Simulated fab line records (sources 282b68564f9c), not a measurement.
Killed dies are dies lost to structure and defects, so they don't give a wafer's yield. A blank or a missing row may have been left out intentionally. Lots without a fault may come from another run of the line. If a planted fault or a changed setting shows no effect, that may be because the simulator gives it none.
fab line records + flow rit_cmos
[record]
- lots = 6
- wafers = 18
- last_day = 7
route steps=202 shown M1@184
lots with no fault: from the same line, run without faults
start_h: hours from the record's first day to the start of the lot's first wafer shown + wait_h: hours elapsed since this lot's preceding step + " same as the row above + L1.1+2: a row that stands for several wafers + - value missing, or start not given + * or withheld: withheld + < > ~ a bound
route shown NAME@n: NAME is a module with steps in the file, n the number in the route of the first one + usual: average and standard deviation across the fault-free wafers + same: alike in all rows + chamber/n: place in a boat + sites: readings site by site + _std_site: standard deviation across them + _edge_site: the outer-site mean with the inner-site mean subtracted + radius_mm: for every site, how far away it sits from the centre of the wafer + mask NAME#n: copy n + behind: the most recent tool/chamber to have shaped the wafer + hold: cause of the lot's hold/its duration in hours/its outcome + device: which transistor (n, p or np) failed to switch + end of line: tests of these same wafers at the route's end + for a step that has no rows: nothing shown but its recipe + killed: at the first sort, the dies lost to defects and structure; wafer yield is something else + map: per-die view of a wafer (x killed, . not killed, _ where there is no die)
set.NAME: the run value of the setting; set.NAME@STEP: its run value at that earlier step + model.NAME: the simulator's own value behind a step, which no gauge read
lots at selected steps of the route; one table per step, one row per wafer
services: from which hour (start_h, from the record's first day; less than 0 if before it) a tool's chamber was out of use, for how many hours, and why
[[steps]]
[step RIT_M1_SPUTTER_00]
[recipe]
- material = Al
- target_thk_nm = 400
- power_w = 2000
- chamber_pressure_pa = 0.4
- gas = Ar
- time_s = 500
- substrate_temp_c = 25
[usual]
- throttle_valve_pct = 29.8/0.9
| lot.wafer | tool           | chamber | start_h | wait_h | throttle_valve_pct |
|-----------|----------------|---------|---------|--------|--------------------|
| L558.1    | pvd_sputter-04 | -       | 82.78   | 0.0    | 30.2               |
| L558.3    | "              | -       | "       | "      | 29.7               |
| L558.4    | "              | -       | "       | "      | 29.1               |
| L560.3    | pvd_sputter-03 | -       | 101.53  | 0.0    | 29.0               |
| L560.4    | "              | -       | "       | "      | 31.3               |
| L560.5    | "              | -       | "       | "      | 31.2               |
| L569.2    | pvd_sputter-03 | -       | 152.47  | 0.0    | 29.9               |
| L569.4    | "              | -       | "       | "      | 31.4               |
| L569.6    | "              | -       | "       | "      | 29.3               |
| L571.1    | pvd_sputter-03 | -       | 162.47  | 0.0    | 30.3               |
| L571.4    | "              | -       | "       | "      | 28.9               |
| L571.6    | "              | -       | "       | "      | 30.5               |
| L574.2    | pvd_sputter-01 | -       | 170.87  | 0.0    | 28.8               |
| L574.3    | "              | -       | "       | "      | 31.2               |
| L574.4    | "              | -       | "       | "      | 29.4               |
| L573.1    | pvd_sputter-04 | -       | 173.44  | 0.0    | 30.6               |
| L573.3    | "              | -       | "       | "      | 29.6               |
| L573.6    | "              | -       | "       | "      | 29.1               |
[step RIT_M1_RS_MEAS_01]
[recipe]
- thk_meas_gauge = four-point-probe
- reads = Al_of_M1_SPUTTER_00
[usual]
- M1_AL_RS = 0.0734/0.00087
| lot.wafer | tool          | chamber | start_h | wait_h | M1_AL_RS[ohm/sq] |
|-----------|---------------|---------|---------|--------|------------------|
| L558.1    | film_metro-02 | -       | 83.08   | 0.1    | 0.0734           |
| L558.3    | "             | -       | "       | "      | 0.0731           |
| L558.4    | "             | -       | "       | "      | 0.0743           |
| L560.3    | film_metro-04 | -       | 101.86  | 0.2    | 0.0727           |
| L560.4    | "             | -       | "       | "      | 0.0732           |
| L560.5    | "             | -       | "       | "      | 0.0729           |
| L569.2    | film_metro-01 | -       | 152.79  | 0.2    | 0.0737           |
| L569.4    | "             | -       | "       | "      | 0.0747           |
| L569.6    | "             | -       | "       | "      | 0.0754           |
| L571.1    | film_metro-01 | -       | 162.76  | 0.1    | 0.0737           |
| L571.4    | "             | -       | "       | "      | 0.0751           |
| L571.6    | "             | -       | "       | "      | 0.0744           |
| L574.2    | film_metro-02 | -       | 171.18  | 0.2    | 0.0725           |
| L574.3    | "             | -       | "       | "      | 0.0740           |
| L574.4    | "             | -       | "       | "      | 0.0729           |
| L573.1    | film_metro-04 | -       | 173.73  | 0.1    | 0.0730           |
| L573.3    | "             | -       | "       | "      | 0.0728           |
| L573.6    | "             | -       | "       | "      | 0.0728           |
[step RIT_M1_THK_MEAS_02]
[recipe]
- thk_meas_gauge = xrf
- reads = Al_of_M1_SPUTTER_00
[usual]
- M1_AL_THK = 392/4.8
| lot.wafer | tool          | chamber | start_h | wait_h | M1_AL_THK[nm] |
|-----------|---------------|---------|---------|--------|---------------|
| L558.1    | film_metro-02 | -       | 83.20   | 0.1    | 393           |
| L558.3    | "             | -       | "       | "      | 396           |
| L558.4    | "             | -       | "       | "      | 390           |
| L560.3    | film_metro-04 | -       | 101.96  | 0.1    | 393           |
| L560.4    | "             | -       | "       | "      | 390           |
| L560.5    | "             | -       | "       | "      | 391           |
| L569.2    | film_metro-01 | -       | 152.90  | 0.1    | 388           |
| L569.4    | "             | -       | "       | "      | 381           |
| L569.6    | "             | -       | "       | "      | 381           |
| L571.1    | film_metro-01 | -       | 162.88  | 0.1    | 388           |
| L571.4    | "             | -       | "       | "      | 382           |
| L571.6    | "             | -       | "       | "      | 386           |
| L574.2    | film_metro-02 | -       | 171.29  | 0.1    | 398           |
| L574.3    | "             | -       | "       | "      | 389           |
| L574.4    | "             | -       | "       | "      | 394           |
| L573.1    | film_metro-04 | -       | 173.85  | 0.1    | 392           |
| L573.3    | "             | -       | "       | "      | 394           |
| L573.6    | "             | -       | "       | "      | 392           |
[step RIT_M1_HMDS_03]
[recipe]
- prime_time_s = 60
- prime_temp_c = 140
[step RIT_M1_COAT_04]
[recipe]
- resist = NOVOLAK
- spin_rpm = 2000
- resist_thk_nm = 1300
[step RIT_M1_SOFTBAKE_05]
[recipe]
- resist = NOVOLAK
- temp_c = 90
- time_s = 60
[step RIT_M1_EXPOSE_06]
[recipe]
- mask_id = M12
- na = 0.6
- source_shape = conventional
- sigma_outer = 0.5
- target_cd_nm = 2600
- dose_mj = 250
[step RIT_M1_PEB_07]
[recipe]
- resist = NOVOLAK
- temp_c = withheld
- time_s = withheld
[step RIT_M1_DEVELOP_08]
[recipe]
- resist = NOVOLAK
- develop_time_s = 68
- dev_temp_c = 23
[step RIT_M1_CD_MEAS_09]
[recipe]
- target_cd_nm = 2600
[usual]
- cd_nm = 2600.0/2.5
| lot.wafer | tool      | chamber | start_h | wait_h | cd_nm  |
|-----------|-----------|---------|---------|--------|--------|
| L558.1    | cd_sem-02 | -       | 84.81   | -      | 2599.1 |
| L558.3    | "         | -       | "       | "      | 2599.9 |
| L558.4    | "         | -       | "       | "      | 2599.2 |
| L560.3    | cd_sem-02 | -       | 103.05  | -      | 2596.2 |
| L560.4    | "         | -       | "       | "      | 2598.0 |
| L560.5    | "         | -       | "       | "      | 2600.2 |
| L569.2    | cd_sem-02 | -       | 153.85  | -      | 2597.1 |
| L569.4    | "         | -       | "       | "      | 2597.1 |
| L569.6    | "         | -       | "       | "      | 2598.5 |
| L571.1    | cd_sem-01 | -       | 164.12  | -      | 2598.9 |
| L571.4    | "         | -       | "       | "      | 2599.0 |
| L571.6    | "         | -       | "       | "      | 2600.3 |
| L574.2    | cd_sem-02 | -       | 172.36  | -      | 2601.7 |
| L574.3    | "         | -       | "       | "      | 2602.8 |
| L574.4    | "         | -       | "       | "      | 2602.3 |
| L573.1    | cd_sem-01 | -       | 174.79  | -      | 2600.4 |
| L573.3    | "         | -       | "       | "      | 2600.1 |
| L573.6    | "         | -       | "       | "      | 2599.6 |
[step RIT_M1_OVL_MEAS_10]
[usual]
- M1_OVL = 0.0/1.1
| lot.wafer | tool       | chamber | start_h | wait_h | M1_OVL[nm] |
|-----------|------------|---------|---------|--------|------------|
| L558.1    | overlay-02 | -       | 84.93   | 0.1    | 1.3        |
| L558.3    | "          | -       | "       | "      | -1.7       |
| L558.4    | "          | -       | "       | "      | -1.5       |
| L560.3    | overlay-02 | -       | 103.14  | 0.1    | 1.9        |
| L560.4    | "          | -       | "       | "      | 0.5        |
| L560.5    | "          | -       | "       | "      | 0.4        |
| L569.2    | overlay-02 | -       | 153.95  | 0.1    | -1.2       |
| L569.4    | "          | -       | "       | "      | -0.9       |
| L569.6    | "          | -       | "       | "      | 1.0        |
| L571.1    | overlay-02 | -       | 164.24  | 0.1    | -2.1       |
| L571.4    | "          | -       | "       | "      | 1.0        |
| L571.6    | "          | -       | "       | "      | -0.8       |
| L574.2    | overlay-02 | -       | 172.47  | 0.1    | -1.1       |
| L574.3    | "          | -       | "       | "      | 0.7        |
| L574.4    | "          | -       | "       | "      | 0.6        |
| L573.1    | overlay-02 | -       | 174.91  | 0.1    | -0.7       |
| L573.3    | "          | -       | "       | "      | 1.6        |
| L573.6    | "          | -       | "       | "      | -0.8       |
[step RIT_M1_HARDBAKE_11]
[recipe]
- resist = NOVOLAK
- temp_c = 140
- time_s = 120
[step RIT_M1_METAL_ETCH_12]
[recipe]
- stop_on = SiO2
- chemistry = Cl2/BCl3
- target = Al
- time_s = 165
- over_etch_frac = 0.5
- pressure_mtorr = 100
- target_depth_a = 6000
- rf_w = 244.4
- Cl2_flow_sccm = 60
- bcl3_flow_sccm = 50
[usual]
- drypump_motor_current_A = 5.9/0.32
- oes_product_au = 0.767/0.0099
- throttle_valve_pct = 8.32/0.045
| lot.wafer | tool         | chamber | start_h | wait_h | drypump_motor_current_A | oes_product_au | rf_hours_counter_h | throttle_valve_pct | model.NOVOLAK_of_M1_COAT_04.thk_nm | model.M1.feature_depth_nm | model.SiO2_of_CONTACT_CVD_00.thk_nm |
|-----------|--------------|---------|---------|--------|-------------------------|----------------|--------------------|--------------------|------------------------------------|---------------------------|-------------------------------------|
| L558.1    | rie_metal-03 | 0       | 85.21   | 0.2    | 5.7                     | 0.782          | 4                  | 8.38               | 819                                | 432.6                     | 361.1                               |
| L558.3    | "            | 1       | "       | "      | 5.5                     | 0.772          | -                  | 8.27               | 815.8                              | 433.9                     | 369.7                               |
| L558.4    | "            | 1       | "       | "      | 5.5                     | 0.759          | -                  | 8.28               | 814.8                              | 427.3                     | 367.4                               |
| L560.3    | rie_metal-01 | 1       | 103.47  | 0.2    | 6.0                     | 0.778          | -                  | 8.28               | 817.5                              | 435.7                     | 359.2                               |
| L560.4    | "            | 0       | "       | "      | 6.4                     | 0.755          | -                  | 8.29               | 819.9                              | 433.6                     | 375.1                               |
| L560.5    | "            | 0       | "       | "      | 6.4                     | 0.759          | -                  | 8.29               | 817.7                              | 434.4                     | 369.9                               |
| L569.2    | rie_metal-03 | 1       | 154.23  | 0.2    | 5.5                     | 0.762          | 4                  | 8.28               | 894.2                              | 423                       | 367.6                               |
| L569.4    | "            | 1       | "       | "      | 5.5                     | 0.767          | -                  | 8.27               | 893.1                              | 417.1                     | 370.5                               |
| L569.6    | "            | 1       | "       | "      | 5.5                     | 0.753          | -                  | 8.27               | 894.6                              | 413.7                     | 369.7                               |
| L571.1    | rie_metal-03 | 1       | 164.59  | 0.2    | 5.5                     | 0.756          | 4                  | 8.29               | 895                                | 422.5                     | 373.1                               |
| L571.4    | "            | 0       | "       | "      | 5.7                     | 0.770          | -                  | 8.39               | 897.3                              | 416                       | 380.1                               |
| L571.6    | "            | 1       | "       | "      | 5.5                     | 0.766          | -                  | 8.28               | 896.3                              | 418.9                     | 381.8                               |
| L574.2    | rie_metal-04 | 1       | 172.75  | 0.2    | 5.9                     | 0.765          | 0                  | 8.32               | 810.7                              | 437.2                     | 364.2                               |
| L574.3    | "            | 1       | "       | "      | 5.9                     | 0.766          | -                  | 8.33               | 812.5                              | 429.7                     | 365.2                               |
| L574.4    | "            | 0       | "       | "      | 5.5                     | 0.780          | -                  | 8.41               | 822.1                              | 433.3                     | 373.1                               |
| L573.1    | rie_metal-01 | 0       | 175.20  | 0.2    | 6.4                     | 0.769          | 4                  | 8.29               | 821.9                              | 434.5                     | 365.5                               |
| L573.3    | "            | 0       | "       | "      | 6.4                     | 0.762          | -                  | 8.26               | 822.6                              | 434.4                     | 366.5                               |
| L573.6    | "            | 0       | "       | "      | 6.4                     | 0.762          | -                  | 8.28               | 815.8                              | 434.6                     | 376.5                               |
[step RIT_M1_STRIP_13]
[recipe]
- chemistry = nmp
- resist = NOVOLAK
- temp_c = 80
- time_s = 600
- dry = n2_spin
[step RIT_M1_PROBE_99]
| lot.wafer | tool      | chamber | start_h | wait_h | model.etest.m1_comb_over_steps.leak_log10_a_um | model.etest.ring.quiet_log10_a | model.etest.antenna_m1.vt_shift_v |
|-----------|-----------|---------|---------|--------|------------------------------------------------|--------------------------------|-----------------------------------|
| L558.1    | prober-02 | -       | 87.59   | 0.1    | -12.86                                         | -7.589                         | -0.01197                          |
| L558.3    | prober-02 | -       | 87.69   | 0.2    | -12.85                                         | -7.527                         | -0.009843                         |
| L558.4    | prober-02 | -       | 87.74   | 0.2    | -12.73                                         | -7.485                         | -0.01499                          |
| L560.3    | prober-02 | -       | 105.77  | 0.2    | -12.68                                         | -7.427                         | -0.009038                         |
| L560.4    | prober-02 | -       | 105.82  | 0.2    | -12.97                                         | -7.509                         | -0.00978                          |
| L560.5    | prober-02 | -       | 105.87  | 0.2    | -12.78                                         | -7.512                         | -0.006547                         |
| L569.2    | prober-01 | -       | 156.55  | 0.1    | -8.398                                         | -6.428                         | -0.005299                         |
| L569.4    | prober-01 | -       | 156.65  | 0.2    | -8.695                                         | -6.801                         | -0.000528                         |
| L569.6    | prober-01 | -       | 156.75  | 0.2    | -9.465                                         | -7.164                         | -0.006552                         |
| L571.1    | prober-02 | -       | 168.10  | 0.1    | -7.699                                         | -5.879                         | -0.005215                         |
| L571.4    | prober-02 | -       | 168.25  | 0.2    | -9.311                                         | -6.967                         | -0.004934                         |
| L571.6    | prober-02 | -       | 168.35  | 0.2    | -8.158                                         | -6.183                         | -0.001245                         |
| L574.2    | prober-01 | -       | 175.05  | 0.1    | -12.78                                         | -7.852                         | -0.01503                          |
| L574.3    | prober-01 | -       | 175.10  | 0.2    | -12.89                                         | -7.538                         | -0.01631                          |
| L574.4    | prober-01 | -       | 175.15  | 0.2    | -12.93                                         | -7.79                          | -0.009519                         |
| L573.1    | prober-02 | -       | 177.45  | 0.1    | -12.85                                         | -7.43                          | -0.01759                          |
| L573.3    | prober-02 | -       | 177.55  | 0.2    | -12.84                                         | -7.856                         | -0.009858                         |
| L573.6    | prober-02 | -       | 177.70  | 0.2    | -12.75                                         | -7.662                         | -0.01253                          |
// killed by level:class
L558.1 GATE:geometric_particle:open=4 SPACER:geometric_particle:short=3 FOX1:geometric_particle:short=2 FOX2:geometric_particle:short=2 GATE:geometric_particle:short=1 SPACER:geometric_particle:open=1
L558.3 GATE:geometric_particle:open=4 SPACER:geometric_particle:open=2 FOX1:geometric_particle:short=1 GATE:geometric_particle:short=1 SILICIDE:geometric_particle:short=1
L558.4 SPACER:geometric_particle:short=3 GATE:geometric_particle:short=1
L560.3 GATE:geometric_particle:open=2 GATE:geometric_particle:short=2 FOX1:geometric_particle:short=1 REOX:geometric_particle:open=1 SILICIDE:geometric_particle:open=1
L560.4 FOX1:geometric_particle:short=2
L560.5 GATE:geometric_particle:short=2 FOX1:geometric_particle:open=1 GATE:geometric_particle:open=1 REOX:geometric_particle:short=1 SPACER:geometric_particle:open=1 SILICIDE:geometric_particle:open=1
L574.2 FOX1:geometric_particle:open=1
L574.3 GATE:geometric_particle:open=2 SILICIDE:geometric_particle:short=1
L574.4 GATE:geometric_particle:open=3 GATE:geometric_particle:short=2 SPACER:geometric_particle:short=1 SILICIDE:geometric_particle:short=1
L573.1 GATE:geometric_particle:open=3 GATE:geometric_particle:short=1
L573.3 GATE:geometric_particle:short=5 GATE:geometric_particle:open=3 SILICIDE:geometric_particle:open=3 SPACER:geometric_particle:short=2 FOX2:geometric_particle:short=1 SPACER:geometric_particle:open=1
L573.6 GATE:geometric_particle:open=4 FOX2:geometric_particle:short=1
[[services]]
| tool           | chamber | start_h | hours | kind       |
|----------------|---------|---------|-------|------------|
| rie_metal-03   | -       | 61.91   | 0.9   | repair     |
| pvd_sputter-01 | -       | 66.17   | 3.1   | repair     |
| rie_metal-01   | -       | 66.62   | 2.4   | repair     |
| rie_metal-03   | -       | 67.29   | 2.8   | pm         |
| pvd_sputter-03 | -       | 92.52   | 4.0   | repair     |
| rie_metal-01   | -       | 125.65  | 0.6   | repair     |
| pvd_sputter-04 | -       | 131.29  | 7.4   | repair     |
| pvd_sputter-03 | -       | 134.70  | 8.4   | repair     |
| rie_metal-04   | -       | 136.12  | 20.0  | pm         |
| rie_metal-04   | 0       | 136.12  | 20.0  | vent_cycle |
| rie_metal-04   | 1       | 136.12  | 20.0  | vent_cycle |
| rie_metal-04   | 0       | 156.12  | -     | clean      |
| rie_metal-04   | 1       | 156.12  | -     | clean      |
| rie_metal-01   | -       | 162.14  | 0.7   | repair     |
| pvd_sputter-04 | -       | 164.57  | 4.8   | repair     |
| rie_metal-03   | -       | 166.53  | 1.4   | pm         |
[[key]]
first_sign none at tools or gauges
[model_effect]
- step = RIT_M1_METAL_ETCH_12
- value = NOVOLAK_of_M1_COAT_04.thk_nm
- without = 814.5
- struck = 895.1
[model_effect]
- step = RIT_M1_PROBE_99
- value = etest.m1_comb_over_steps.leak_log10_a_um
- without = -12.75
- struck = -8.621
met_at RIT_M1_METAL_ETCH_12
struck_wafers L569.2,L569.4,L569.6,L571.1,L571.4,L571.6
sort_left_out L569.2,L569.4,L569.6,L571.1,L571.4,L571.6
onset_between 85.21 154.23
also_fits RIT_M1_SPUTTER_00:pvd_sputter-03
[fault]
- kind = process_parameter_drift
- tool = rie_metal-03
- chamber = -
- onset_h = 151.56
- steps = RIT_M1_METAL_ETCH_12
- channel = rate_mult
- offset = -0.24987
- shape = step
- end_h = 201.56
// sort_left_out: the simulated sort isn't trusted on such a fault, so these wafers' sort isn't shown, and their yield isn't known
